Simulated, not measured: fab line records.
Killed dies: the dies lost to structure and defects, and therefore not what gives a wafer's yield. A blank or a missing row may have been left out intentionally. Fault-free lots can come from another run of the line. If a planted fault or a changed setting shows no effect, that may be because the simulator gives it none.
Matching of chambers / flow berkeley-cmos170 / UCB170_GATE_ETCH_15 on rie-si-01 has 4 sister chambers
The step etches poly-Si in HBr/Cl2, stops on SiO2, time 56.3 s, target depth 278.2 nm. 14 wafers are shown with their chamber, then 7 later ones without.

## WAFERS PAIRED WITH THEIR CHAMBERS
wafer=L539.1; chamber=1; oes-product-au (a.u.)=0.825; HBr_flow_sccm (sccm)=150.2; bias-w (W)=149.1
wafer=L539.3; chamber=0; oes-product-au (a.u.)=0.846; HBr_flow_sccm (sccm)=150.7; bias-w (W)=150.2
wafer=L539.4; chamber=0; oes-product-au (a.u.)=0.841; HBr_flow_sccm (sccm)=150.2; bias-w (W)=150.7
wafer=L541.2; chamber=0; oes-product-au (a.u.)=0.834; HBr_flow_sccm (sccm)=149.5; bias-w (W)=150.7
wafer=L541.3; chamber=1; oes-product-au (a.u.)=0.827; HBr_flow_sccm (sccm)=149.8; bias-w (W)=149.4
wafer=L541.4; chamber=2; oes-product-au (a.u.)=0.845; HBr_flow_sccm (sccm)=149.6; bias-w (W)=149.7
wafer=L544.4; chamber=1; oes-product-au (a.u.)=0.821; HBr_flow_sccm (sccm)=150.3; bias-w (W)=150.1
wafer=L544.5; chamber=3; oes-product-au (a.u.)=0.832; HBr_flow_sccm (sccm)=150.0; bias-w (W)=150.3
wafer=L544.6; chamber=0; oes-product-au (a.u.)=0.831; HBr_flow_sccm (sccm)=149.8; bias-w (W)=149.7
wafer=L549.1; chamber=1; oes-product-au (a.u.)=0.839; HBr_flow_sccm (sccm)=149.9; bias-w (W)=150.3
wafer=L549.3; chamber=2; oes-product-au (a.u.)=0.847; HBr_flow_sccm (sccm)=149.3; bias-w (W)=150.0
wafer=L549.6; chamber=1; oes-product-au (a.u.)=0.832; HBr_flow_sccm (sccm)=150.2; bias-w (W)=150.2
wafer=L558.1; chamber=1; oes-product-au (a.u.)=0.818; HBr_flow_sccm (sccm)=150.1; bias-w (W)=149.8
wafer=L558.2; chamber=2; oes-product-au (a.u.)=0.848; HBr_flow_sccm (sccm)=148.8; bias-w (W)=149.7

SIGNATURES (averages over the wafers above)
reading=oes-product-au; chamber 0=0.83800; chamber 1=0.82700; chamber 2=0.84667; chamber 3=0.83200; scatter within a chamber=0.00658
reading=HBr_flow_sccm; chamber 0=150.050; chamber 1=150.083; chamber 2=149.233; chamber 3=150.000; scatter within a chamber=0.364
reading=bias-w; chamber 0=150.325; chamber 1=149.817; chamber 2=149.800; chamber 3=150.300; scatter within a chamber=0.435
Rule: a wafer lies at a distance from a chamber equal to the root of the sum of squares, over the readings, of (its reading less the chamber's mean, divided by the reading's scatter). If the next closest chamber is less than 2 further off than the closest, the wafer can't be placed; otherwise it belongs to the closest. The scatter is the square root of a quotient: the sum, over the shown wafers, of each reading's squared deviation from its chamber's mean, divided by wafers minus chambers.

## WAFERS WHOSE CHAMBER IS MISSING
wafer=L558.5; oes-product-au (a.u.)=0.827; HBr_flow_sccm (sccm)=150.5; bias-w (W)=150.6
wafer=L561.1; oes-product-au (a.u.)=0.834; HBr_flow_sccm (sccm)=149.8; bias-w (W)=150.1
wafer=L561.2; oes-product-au (a.u.)=0.842; HBr_flow_sccm (sccm)=149.2; bias-w (W)=150.2
wafer=L561.5; oes-product-au (a.u.)=0.845; HBr_flow_sccm (sccm)=150.3; bias-w (W)=151.0
wafer=L560.2; oes-product-au (a.u.)=0.850; HBr_flow_sccm (sccm)=150.5; bias-w (W)=149.6
wafer=L560.3; oes-product-au (a.u.)=0.829; HBr_flow_sccm (sccm)=150.1; bias-w (W)=150.6
wafer=L560.4; oes-product-au (a.u.)=0.840; HBr_flow_sccm (sccm)=149.5; bias-w (W)=150.8

## WHICH CHAMBER EACH ONE RAN IN
wafer=L558.5; from the rows above=can't be placed: 3 or 1 or 0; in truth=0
wafer=L561.1; from the rows above=can't be placed: 3 or 0 or 1 or 2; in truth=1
wafer=L561.2; from the rows above=can't be placed: 2 or 0 or 3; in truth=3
wafer=L561.5; from the rows above=can't be placed: 0 or 3 or 1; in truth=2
wafer=L560.2; from the rows above=can't be placed: 0 or 3 or 2 or 1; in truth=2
wafer=L560.3; from the rows above=can't be placed: 3 or 0 or 1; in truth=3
wafer=L560.4; from the rows above=can't be placed: 0 or 3 or 2 or 1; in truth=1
Correct placement for 0 of the 7. From these rows, 7 cannot be placed; in 6 the true chamber is one of the candidates. Wrongly placed: 0.
